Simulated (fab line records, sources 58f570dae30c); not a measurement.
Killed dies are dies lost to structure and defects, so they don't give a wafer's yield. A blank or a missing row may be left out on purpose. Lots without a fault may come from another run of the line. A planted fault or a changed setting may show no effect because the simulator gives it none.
Which tool did it? | flow berkeley_cmos170 | 14 lots, 42 wafers sampled, at 2 steps of a route of 331

WHAT THE GAUGES READ, wafer by wafer
UCB170_GATE_CD_MEAS_90: target cd 350 nm. Usual: cd_nm 350.0 nm, standard deviation 1.4.
lot  | measured     | on        | cd_nm (nm)        | flag
L590 | day 8 10:41  | cd_sem-02 | 351.3 350.2 350.0 |
L591 | day 8 10:58  | cd_sem-02 | 353.4 352.0 352.0 |
L595 | day 9 20:47  | cd_sem-01 | 349.1 350.1 349.2 |
L599 | day 10 11:37 | cd_sem-01 | 348.7 348.7 348.4 |
L601 | day 10 20:44 | cd_sem-02 | - - -             | OFF
L602 | day 10 20:07 | cd_sem-01 | - - -             | OFF
L603 | day 10 20:25 | cd_sem-02 | 347.2 349.1 350.4 |
L605 | day 11 08:07 | cd_sem-02 | 348.2 348.0 347.9 |
L607 | day 11 07:59 | cd_sem-02 | 350.0 349.7 350.2 |
L608 | day 11 17:22 | cd_sem-01 | 352.5 350.8 351.4 |
L609 | day 11 17:08 | cd_sem-01 | 350.8 350.3 348.2 |
L610 | day 12 03:05 | cd_sem-02 | 352.3 351.4 351.4 |
L611 | day 12 14:35 | cd_sem-01 | 350.5 350.5 348.3 |
L612 | day 12 15:05 | cd_sem-02 | 350.3 351.0 349.0 |

WHICH TOOL RAN EACH LOT (tool, then ch and the chambers of the sampled wafers, then the start)
lot  | UCB170_GATE_CVD_04
L590 | lpcvd-02 ch 0, day 8 08:02
L591 | lpcvd-02 ch 1, day 8 08:02
L595 | lpcvd-01 ch 0, day 9 17:49
L599 | lpcvd-02 ch 0, day 10 08:04
L601 | lpcvd-02 ch 0, day 10 17:28
L602 | lpcvd-02 ch 0, day 10 17:28
L603 | lpcvd-02 ch 1, day 10 17:28
L605 | lpcvd-01 ch 1, day 11 05:12
L607 | lpcvd-01 ch 0, day 11 05:12
L608 | lpcvd-02 ch 0, day 11 12:43
L609 | lpcvd-02 ch 1, day 11 12:43
L610 | lpcvd-01 ch 0, day 11 22:50
L611 | lpcvd-02 ch 1, day 12 10:36
L612 | lpcvd-02 ch 0, day 12 10:36
- UCB170_GATE_CVD_04: deposits poly-Si from SiH4, time 1440 s, target thk 214 nm.

WHAT THE TOOLS THEMSELVES READ (means of the sampled wafers that have a number; where no wafer has one, the mark that the record gives instead)
UCB170_GATE_CVD_04. Usual: pressure_mtorr 375.0 mTorr, standard deviation 0.63; sih4_flow_sccm 120.1 sccm, standard deviation 0.39; spike_tc_source_C 631.3 C, standard deviation 2.9.
lot  | tool     | pressure_mtorr (mTorr) | sih4_flow_sccm (sccm) | spike_tc_source_C (C) | flag
L590 | lpcvd-02 | 375.0                  | 119.7                 | 634.9                 |
L591 | lpcvd-02 | 374.5                  | 120.1                 | 628.9                 |
L595 | lpcvd-01 | 375.0                  | 120.1                 | 628.2                 |
L599 | lpcvd-02 | 375.0                  | 119.8                 | 633.8                 |
L601 | lpcvd-02 | -                      | -                     | -                     | OFF
L602 | lpcvd-02 | -                      | -                     | -                     | OFF
L603 | lpcvd-02 | 374.9                  | 120.3                 | 629.1                 |
L605 | lpcvd-01 | 375.0                  | 119.7                 | 633.7                 |
L607 | lpcvd-01 | 374.5                  | 120.3                 | 629.1                 |
L608 | lpcvd-02 | 375.1                  | 120.3                 | 633.7                 |
L609 | lpcvd-02 | 374.6                  | 119.7                 | 627.5                 |
L610 | lpcvd-01 | 375.1                  | 119.8                 | 627.8                 |
L611 | lpcvd-02 | 374.8                  | 119.6                 | 628.9                 |
L612 | lpcvd-02 | 375.0                  | 120.0                 | 634.4                 |

THE ANSWER, worked out from the rows above alone
Rule: a lot is off if the mean of its wafers that have a number lies more than 3 standard deviations from the usual mean. A lot without any number at a reading at which 4 lots or more have one is off too. The other lots that the step has rows for count as sound. The gauges are gone through in route order, then the tools' own readings, and for those a lot's mean is taken as printed above. The first step at which some lot is off is used, and at that step the reading that is off furthest; a lot without a number counts as furthest.
Off: L601, L602, at UCB170_GATE_CD_MEAS_90 (cd_nm). Without a number there: L601, L602.
A tool fits if, at a process step before that reading, it ran every lot that is off, and no sound lot after the first of them. The gauges at UCB170_GATE_CD_MEAS_90 aren't tried: what is off there is off at UCB170_GATE_CVD_04 too, on other tools, and a gauge's error can't cause that. None of those tried fits.

WHAT THE SIMULATOR HAD PUT IN
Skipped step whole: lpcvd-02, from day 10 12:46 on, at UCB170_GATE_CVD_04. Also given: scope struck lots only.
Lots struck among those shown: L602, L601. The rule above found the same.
